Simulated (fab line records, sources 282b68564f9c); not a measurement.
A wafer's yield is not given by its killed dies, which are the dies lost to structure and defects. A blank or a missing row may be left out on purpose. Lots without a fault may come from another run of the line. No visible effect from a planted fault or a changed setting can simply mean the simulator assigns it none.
fab line records ; flow ritCmos
record: lots: 6; wafers: 18; lastDay: 8
route steps=202 shown PWELL@49 WELLDRIVE@50 NWELL@51 NRETRO@53 PRETRO@64 M1@202
lots with no fault: from the same line, run without faults
startH: hours from the record's first day to the start of the lot's first wafer shown ; waitH: hours elapsed since this lot's preceding step ; " same as the row above ; L1.1+2: one row covering several wafers at once ; - value missing, or start not given ; * or withheld: withheld ; < > ~ a bound
route shown NAME@n: NAME is a module with steps in the file, n the number in the route of the first one ; usual: mean/standard deviation taken from wafers without a fault ; same: alike in all rows ; chamber/n: place in a boat ; sites: readings site by site ; _std_site: standard deviation across them ; _edge_site: outer sites' mean less inner sites' ; radiusMm: how far each site lies from the wafer's centre ; mask NAME#n: copy n ; behind: the tool/chamber that last shaped the wafer ; hold: why the lot went on hold/how many hours it stayed there/how the hold came to an end ; device: which transistor (n, p or np) failed to switch ; end of line: at the end of the route, the tests of the same wafers ; for a step that has no rows: nothing shown but its recipe ; killed: at the first sort, the dies lost to defects and structure; wafer yield is something else ; map: dies across one wafer; x = killed, . = not, _ = none there
set.NAME: setting as actually run; set.NAME@STEP: the setting as run at that earlier step ; model.NAME: the simulator's own value behind a step, which no gauge read
certain route steps with their lots: each step a table, each wafer a row
services: when a tool's chamber went out of use (startH, in hours from the record's first day, below 0 if earlier), for how many hours, and the reason
== steps ==
step: RIT_PWELL_TW_MEAS_10
usual: PWELL_TW: 960/6
lot.wafer;tool;chamber;startH;waitH;PWELL_TW
L958.1;filmMetro-04;-;41.47;0.1;954
L958.3;filmMetro-04;-;41.47;0.1;954
L958.5;filmMetro-04;-;41.47;0.1;955
L964.2;filmMetro-04;-;69.62;0.1;963
L964.5;filmMetro-04;-;69.62;0.1;963
L964.6;filmMetro-04;-;69.62;0.1;962
L972.1;filmMetro-03;-;109.92;0.1;962
L972.2;filmMetro-03;-;109.92;0.1;952
L972.4;filmMetro-03;-;109.92;0.1;959
L974.2;filmMetro-04;-;126.37;0.1;962
L974.4;filmMetro-04;-;126.37;0.1;957
L974.5;filmMetro-04;-;126.37;0.1;961
L977.1;filmMetro-02;-;134.84;0.1;971
L977.3;filmMetro-02;-;134.84;0.1;969
L977.5;filmMetro-02;-;134.84;0.1;964
L978.2;filmMetro-04;-;138.95;0.1;964
L978.3;filmMetro-04;-;138.95;0.1;959
L978.5;filmMetro-04;-;138.95;0.1;960
step: RIT_WELLDRIVE_ANNEAL_00
recipe: tempC: 1100; timeS: 14700; ambient: N2
step: RIT_WELLDRIVE_RS_MEAS_01
recipe: thkMeasGauge: four-point-probe
usual: NWELL_RS: 275.4/0.85
lot.wafer;tool;chamber;startH;waitH;NWELL_RS[ohm/sq]
L958.1;filmMetro-02;-;46.62;0.0;275.8
L958.3;filmMetro-02;-;46.62;0.0;275.6
L958.5;filmMetro-02;-;46.62;0.0;276.0
L964.2;filmMetro-02;-;75.60;0.0;274.7
L964.5;filmMetro-02;-;75.60;0.0;274.7
L964.6;filmMetro-02;-;75.60;0.0;275.1
L972.1;filmMetro-03;-;117.11;0.0;275.0
L972.2;filmMetro-03;-;117.11;0.0;274.9
L972.4;filmMetro-03;-;117.11;0.0;274.8
L974.2;filmMetro-02;-;131.86;0.0;276.6
L974.4;filmMetro-02;-;131.86;0.0;276.0
L974.5;filmMetro-02;-;131.86;0.0;275.3
L977.1;filmMetro-04;-;139.99;0.0;275.0
L977.3;filmMetro-04;-;139.99;0.0;275.9
L977.5;filmMetro-04;-;139.99;0.0;276.2
L978.2;filmMetro-03;-;146.17;0.0;275.4
L978.3;filmMetro-03;-;146.17;0.0;275.2
L978.5;filmMetro-03;-;146.17;0.0;275.8
step: RIT_WELLDRIVE_RS_MEAS_02
recipe: thkMeasGauge: four-point-probe
usual: PWELL_RS: 426.9/1.4
lot.wafer;tool;chamber;startH;waitH;PWELL_RS[ohm/sq]
L958.1;filmMetro-02;-;46.74;0.1;428.6
L958.3;filmMetro-02;-;46.74;0.1;428.3
L958.5;filmMetro-02;-;46.74;0.1;428.1
L964.2;filmMetro-02;-;75.72;0.1;428.8
L964.5;filmMetro-02;-;75.72;0.1;428.1
L964.6;filmMetro-02;-;75.72;0.1;428.3
L972.1;filmMetro-03;-;117.23;0.1;427.3
L972.2;filmMetro-03;-;117.23;0.1;428.2
L972.4;filmMetro-03;-;117.23;0.1;427.8
L974.2;filmMetro-02;-;131.98;0.1;427.6
L974.4;filmMetro-02;-;131.98;0.1;428.3
L974.5;filmMetro-02;-;131.98;0.1;428.4
L977.1;filmMetro-04;-;140.11;0.1;427.5
L977.3;filmMetro-04;-;140.11;0.1;429.4
L977.5;filmMetro-04;-;140.11;0.1;428.1
L978.2;filmMetro-03;-;146.29;0.1;427.2
L978.3;filmMetro-03;-;146.29;0.1;427.1
L978.5;filmMetro-03;-;146.29;0.1;425.6
step: RIT_NRETRO_HMDS_00
recipe: primeTimeS: 60; primeTempC: 140
step: RIT_NRETRO_COAT_01
recipe: resist: NOVOLAK; spinRpm: 2000; resistThkNm: 1300
step: RIT_NRETRO_SOFTBAKE_02
recipe: resist: NOVOLAK; tempC: 90; timeS: 60
step: RIT_NRETRO_EXPOSE_03
recipe: maskId: M4; na: 0.57; targetCdNm: 43900; doseMj: 250
step: RIT_NRETRO_PEB_04
recipe: resist: NOVOLAK; tempC: withheld; timeS: withheld
step: RIT_NRETRO_DEVELOP_05
recipe: resist: NOVOLAK; developTimeS: 68; devTempC: 23
step: RIT_NRETRO_OVL_MEAS_06
usual: NRETRO_OVL: 1.2/1.1
lot.wafer;tool;chamber;startH;waitH;NRETRO_OVL[nm]
L958.1;overlay-01;-;48.33;-;1.9
L958.3;overlay-01;-;48.33;-;1.7
L958.5;overlay-01;-;48.33;-;2.0
L964.2;overlay-02;-;76.71;-;1.0
L964.5;overlay-02;-;76.71;-;1.6
L964.6;overlay-02;-;76.71;-;2.3
L972.1;overlay-02;-;118.35;-;-0.6
L972.2;overlay-02;-;118.35;-;0.8
L972.4;overlay-02;-;118.35;-;1.6
L974.2;overlay-01;-;133.19;-;0.1
L974.4;overlay-01;-;133.19;-;0.8
L974.5;overlay-01;-;133.19;-;2.7
L977.1;overlay-01;-;141.11;-;0.0
L977.3;overlay-01;-;141.11;-;1.0
L977.5;overlay-01;-;141.11;-;0.9
L978.2;overlay-01;-;147.27;-;-0.2
L978.3;overlay-01;-;147.27;-;1.3
L978.5;overlay-01;-;147.27;-;0.0
step: RIT_NRETRO_HARDBAKE_07
recipe: resist: NOVOLAK; tempC: 140; timeS: 120
step: RIT_NRETRO_IMPLANT_08
recipe: species: P; energyKev: 70; doseCm2: 1e+13; tiltDeg: 6.84
usual: doseIonsCm2: 9.998e+12/1.2e+10; endStationPressureTorr: 5.02e-06/2.4e-07; faradayCurrentUA: 31.8/0.66
same: implantIonAmu: 31
lot.wafer;tool;chamber;startH;waitH;doseIonsCm2;endStationPressureTorr;faradayCurrentUA
L958.1;implanter-03;0;48.61;0.2;9.976e+12;4.99e-06;31.1
L958.3;implanter-03;0;48.61;0.2;9.996e+12;5.1e-06;31.3
L958.5;implanter-03;0;48.61;0.2;9.984e+12;5.08e-06;31.2
L964.2;implanter-01;0;77.02;0.2;9.992e+12;5.26e-06;32.1
L964.5;implanter-01;0;77.02;0.2;1e+13;5.16e-06;32.0
L964.6;implanter-01;0;77.02;0.2;1.0009e+13;4.69e-06;31.1
L972.1;implanter-03;0;118.64;0.2;8.782e+12;4.94e-06;28.4
L972.2;implanter-03;0;118.64;0.2;8.818e+12;4.82e-06;28.3
L972.4;implanter-03;0;118.64;0.2;8.8e+12;5.37e-06;27.8
L974.2;implanter-03;0;133.49;0.2;8.797e+12;5.04e-06;28.0
L974.4;implanter-03;0;133.49;0.2;8.822e+12;5.35e-06;28.6
L974.5;implanter-03;0;133.49;0.2;8.803e+12;5e-06;27.5
L977.1;implanter-01;0;141.39;0.2;9.993e+12;4.81e-06;30.7
L977.3;implanter-01;0;141.39;0.2;1e+13;5.24e-06;33.0
L977.5;implanter-01;0;141.39;0.2;1.0003e+13;5.22e-06;31.5
L978.2;implanter-01;0;147.58;0.2;9.999e+12;5.18e-06;31.3
L978.3;implanter-01;0;147.58;0.2;9.994e+12;4.96e-06;31.6
L978.5;implanter-01;0;147.58;0.2;9.991e+12;4.98e-06;32.3
step: RIT_NRETRO_STRIP_09
recipe: chemistry: O2; timeS: 180; resist: NOVOLAK; platenTempC: withheld; powerW: 500; pressureMtorr: 4000; o2FlowSccm: 4000
usual: chamberPressureMTorr: 4000/3.6; drypumpMotorCurrentA: 5.6/0.59
lot.wafer;tool;chamber;startH;waitH;chamberPressureMTorr;drypumpMotorCurrentA;rfHoursCounterH
L958.1;plasmaAsher-02;1;48.76;0.1;3999;5.1;26
L958.3;plasmaAsher-02;1;48.76;0.1;4000;5.1;-
L958.5;plasmaAsher-02;0;48.76;0.1;4009;6.5;-
L964.2;plasmaAsher-04;1;77.14;0.1;4000;6.4;43
L964.5;plasmaAsher-04;0;77.14;0.1;4004;5.8;-
L964.6;plasmaAsher-04;1;77.14;0.1;3996;6.4;-
L972.1;plasmaAsher-01;0;118.79;0.1;3997;5.1;47
L972.2;plasmaAsher-01;1;118.79;0.1;4001;5.2;47
L972.4;plasmaAsher-01;1;118.79;0.1;4007;5.2;-
L974.2;plasmaAsher-01;1;133.62;0.1;3999;5.2;48
L974.4;plasmaAsher-01;0;133.62;0.1;4002;5.1;-
L974.5;plasmaAsher-01;0;133.62;0.1;3996;5.1;-
L977.1;plasmaAsher-01;0;141.54;0.1;4002;5.1;49
L977.3;plasmaAsher-01;1;141.54;0.1;3998;5.2;-
L977.5;plasmaAsher-01;0;141.54;0.1;4002;5.1;-
L978.2;plasmaAsher-04;0;147.70;0.1;4001;5.8;3
L978.3;plasmaAsher-04;0;147.70;0.1;4001;5.8;-
L978.5;plasmaAsher-04;1;147.70;0.1;3996;6.4;-
step: RIT_NRETRO_TW_MEAS_10
usual: NRETRO_TW: 1049/9.4
lot.wafer;tool;chamber;startH;waitH;NRETRO_TW
L958.1;filmMetro-03;-;48.94;0.1;1054
L958.3;filmMetro-03;-;48.94;0.1;1054
L958.5;filmMetro-03;-;48.94;0.1;1057
L964.2;filmMetro-01;-;77.33;0.1;1038
L964.5;filmMetro-01;-;77.33;0.1;1035
L964.6;filmMetro-01;-;77.33;0.1;1042
L972.1;filmMetro-02;-;118.97;0.1;1014
L972.2;filmMetro-02;-;118.97;0.1;1011
L972.4;filmMetro-02;-;118.97;0.1;1012
L974.2;filmMetro-01;-;133.80;0.1;1003
L974.4;filmMetro-01;-;133.80;0.1;1009
L974.5;filmMetro-01;-;133.80;0.1;1007
L977.1;filmMetro-02;-;141.72;0.1;1058
L977.3;filmMetro-02;-;141.72;0.1;1063
L977.5;filmMetro-02;-;141.72;0.1;1062
L978.2;filmMetro-01;-;147.89;0.1;1038
L978.3;filmMetro-01;-;147.89;0.1;1042
L978.5;filmMetro-01;-;147.89;0.1;1043
step: RIT_PRETRO_HMDS_00
recipe: primeTimeS: 60; primeTempC: 140
step: RIT_M1_PROBE_99
usual: killed_at_M0_to_M3: 0.0/0.23; killedAtContacts: 0.1/0.23; killedAtFrontEnd: 7/3; killedDies: 7/3; killedOpen: 3.3/2.1; killedShort: 3.7/1.9
same: grossDies: 264; killed_at_M4_up: 0; killedAtBackSide: 0; killedAtOther: 0
lot.wafer;tool;chamber;startH;waitH;killed_at_M0_to_M3;killedAtContacts;killedAtFrontEnd;killedDies;killedOpen;killedShort;model.etest.capPGate.cMinFfUm2;model.etest.pmosNarrow.vtV;model.etest.pmos_0p3.vtSatV
L958.1;prober-01;-;80.20;0.1;0;1;13;14;7;6;2.334;-0.4854;-0.4843
L958.3;prober-01;-;80.30;0.2;2;0;11;13;5;7;2.335;-0.4833;-0.4797
L958.5;prober-01;-;80.40;0.2;0;0;11;11;5;6;2.333;-0.4911;-0.4919
L964.2;prober-01;-;107.19;0.1;0;0;8;8;0;8;2.328;-0.4905;-0.4933
L964.5;prober-01;-;107.34;0.2;0;0;9;9;4;5;2.318;-0.4972;-0.5013
L964.6;prober-01;-;107.39;0.2;0;0;7;7;3;4;2.323;-0.4976;-0.4983
L972.1;prober-01;-;147.81;0.1;0;0;4;4;2;2;2.276;-0.4752;-0.4723
L972.2;prober-01;-;147.86;0.1;0;0;3;3;1;2;2.274;-0.4702;-0.4704
L972.4;prober-01;-;147.96;0.2;0;0;1;1;0;1;2.282;-0.4736;-0.4728
L974.2;prober-01;-;171.46;0.1;0;0;11;11;4;7;2.288;-0.4459;-0.4489
L974.4;prober-01;-;171.56;0.2;0;0;10;10;4;6;2.262;-0.4617;-0.4681
L974.5;prober-01;-;171.61;0.2;0;0;9;9;4;5;2.308;-0.4409;-0.4459
L977.1;prober-02;-;180.26;0.1;0;0;11;11;6;5;2.334;-0.4597;-0.4629
L977.3;prober-02;-;180.36;0.2;0;0;13;13;9;4;2.329;-0.4639;-0.4677
L977.5;prober-02;-;180.46;0.2;0;0;2;2;2;0;2.322;-0.4632;-0.4645
L978.2;prober-01;-;187.35;0.1;0;1;8;9;3;6;2.322;-0.4895;-0.4878
L978.3;prober-01;-;187.40;0.2;0;0;6;6;2;4;2.322;-0.4936;-0.4909
L978.5;prober-01;-;187.50;0.2;0;0;12;12;6;6;2.33;-0.4881;-0.4852
killed by level:class
L958.1 GATE:geometricParticle:open=3 SILICIDE:geometricParticle:short=3 GATE:geometricParticle:short=2 REOX:geometricParticle:open=2 FOX1:geometricParticle:short=1 SPACER:geometricParticle:open=1 SILICIDE:geometricParticle:open=1 CONTACT:coatMicrobubblePrinted=1
L958.3 FOX1:geometricParticle:short=2 GATE:geometricParticle:open=2 SPACER:geometricParticle:short=2 FOX2:geometricParticle:open=1 GATE:geometricParticle:short=1 REOX:geometricParticle:open=1 SILICIDE:geometricParticle:open=1 SILICIDE:geometricParticle:short=1
L958.5 REOX:geometricParticle:short=3 FOX2:geometricParticle:short=2 GATE:geometricParticle:open=2 FOX1:geometricParticle:open=1 REOX:geometricParticle:open=1 SPACER:geometricParticle:short=1 SPACER:geometricParticle:open=1
L964.2 FOX2:geometricParticle:short=2 GATE:geometricParticle:short=2 REOX:geometricParticle:short=2 FOX1:geometricParticle:short=1 SILICIDE:geometricParticle:short=1
L964.5 GATE:geometricParticle:open=3 GATE:geometricParticle:short=2 SILICIDE:geometricParticle:short=2 FOX2:geometricParticle:short=1 REOX:geometricParticle:open=1
L964.6 GATE:geometricParticle:short=4 FOX2:geometricParticle:open=1 REOX:geometricParticle:open=1 SILICIDE:geometricParticle:open=1
L972.1 SPACER:geometricParticle:short=2 FOX1:geometricParticle:open=1 SPACER:geometricParticle:open=1
L972.2 FOX2:geometricParticle:short=1 GATE:geometricParticle:open=1 SILICIDE:geometricParticle:short=1
L972.4 GATE:geometricParticle:short=1
L974.2 GATE:geometricParticle:short=4 GATE:geometricParticle:open=3 FOX1:geometricParticle:short=1 FOX1:geometricParticle:open=1 REOX:geometricParticle:short=1 SPACER:geometricParticle:short=1
L974.4 GATE:geometricParticle:open=3 GATE:geometricParticle:short=3 SPACER:geometricParticle:short=2 FOX1:geometricParticle:open=1 SILICIDE:geometricParticle:short=1
L974.5 SPACER:geometricParticle:short=2 FOX1:geometricParticle:short=1 FOX1:geometricParticle:open=1 GATE:geometricParticle:open=1 REOX:geometricParticle:open=1 REOX:geometricParticle:short=1 SILICIDE:geometricParticle:open=1 SILICIDE:geometricParticle:short=1
L977.1 FOX1:geometricParticle:open=2 GATE:geometricParticle:short=2 GATE:geometricParticle:open=2 FOX1:geometricParticle:short=1 REOX:geometricParticle:open=1 REOX:geometricParticle:short=1 SPACER:geometricParticle:short=1 SILICIDE:geometricParticle:open=1
L977.3 GATE:geometricParticle:open=5 FOX1:geometricParticle:open=2 SPACER:geometricParticle:short=2 FOX1:geometricParticle:short=1 GATE:geometricParticle:short=1 SPACER:geometricParticle:open=1 SILICIDE:geometricParticle:open=1
L977.5 FOX1:geometricParticle:open=1 REOX:geometricParticle:open=1
L978.2 GATE:geometricParticle:short=3 SILICIDE:geometricParticle:short=2 REOX:geometricParticle:short=1 REOX:geometricParticle:open=1 SPACER:geometricParticle:open=1 CONTACT:geometricParticle:open=1
L978.3 SILICIDE:geometricParticle:short=2 GATE:geometricParticle:short=1 GATE:geometricParticle:open=1 SPACER:geometricParticle:open=1 SPACER:geometricParticle:short=1
L978.5 FOX1:geometricParticle:short=3 GATE:geometricParticle:open=3 REOX:geometricParticle:short=2 SPACER:geometricParticle:open=2 GATE:geometricParticle:short=1 REOX:geometricParticle:open=1
== services ==
tool;chamber;startH;hours;kind
implanter-03;-;53.99;5.0;repair
implanter-01;-;66.37;3.4;repair
plasmaAsher-01;-;74.82;4.1;repair
plasmaAsher-04;-;108.75;9.0;pm
plasmaAsher-04;0;108.75;9.0;ventCycle
plasmaAsher-04;1;108.75;9.0;ventCycle
plasmaAsher-02;-;114.45;7.6;repair
plasmaAsher-04;0;117.75;-;clean
plasmaAsher-04;1;117.75;-;clean
implanter-01;-;132.09;2.8;pm
== key ==
firstSign: step: RIT_NRETRO_IMPLANT_08; reading: doseIonsCm2; direction: down; sigmas: 99+; usual: 9.998e+12; struck: 8.804e+12
effect: step: RIT_NRETRO_IMPLANT_08; reading: faradayCurrentUA; direction: down; sigmas: 5.6; usual: 31.8; struck: 28.1
effect: step: RIT_NRETRO_TW_MEAS_10; reading: NRETRO_TW; direction: down; sigmas: 4.3; usual: 1049; struck: 1009
modelEffect: step: RIT_M1_PROBE_99; value: etest.capPGate.cMinFfUm2; without: 2.326; struck: 2.282
metAt RIT_NRETRO_IMPLANT_08
struckWafers L972.1,L972.2,L972.4,L974.2,L974.4,L974.5
testerLeftOut L972,L974
onsetBetween 48.61 118.64
fault: kind: processParameterDrift; tool: implanter-03; chamber: -; onsetH: 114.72; steps: RIT_NRETRO_IMPLANT_08; channel: doseCm2; offset: -1.2e+12; shape: step; endH: 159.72; actsIn: theseRecipesOnly; stated: 1e+13
testerLeftOut: of these lots the tester's yield and bins aren't shown, on N5 and GAA mostly nor the transistor test; their killed dies are dies lost to structure and defects alone, not to doping, threshold or leakage, so they don't give the yield
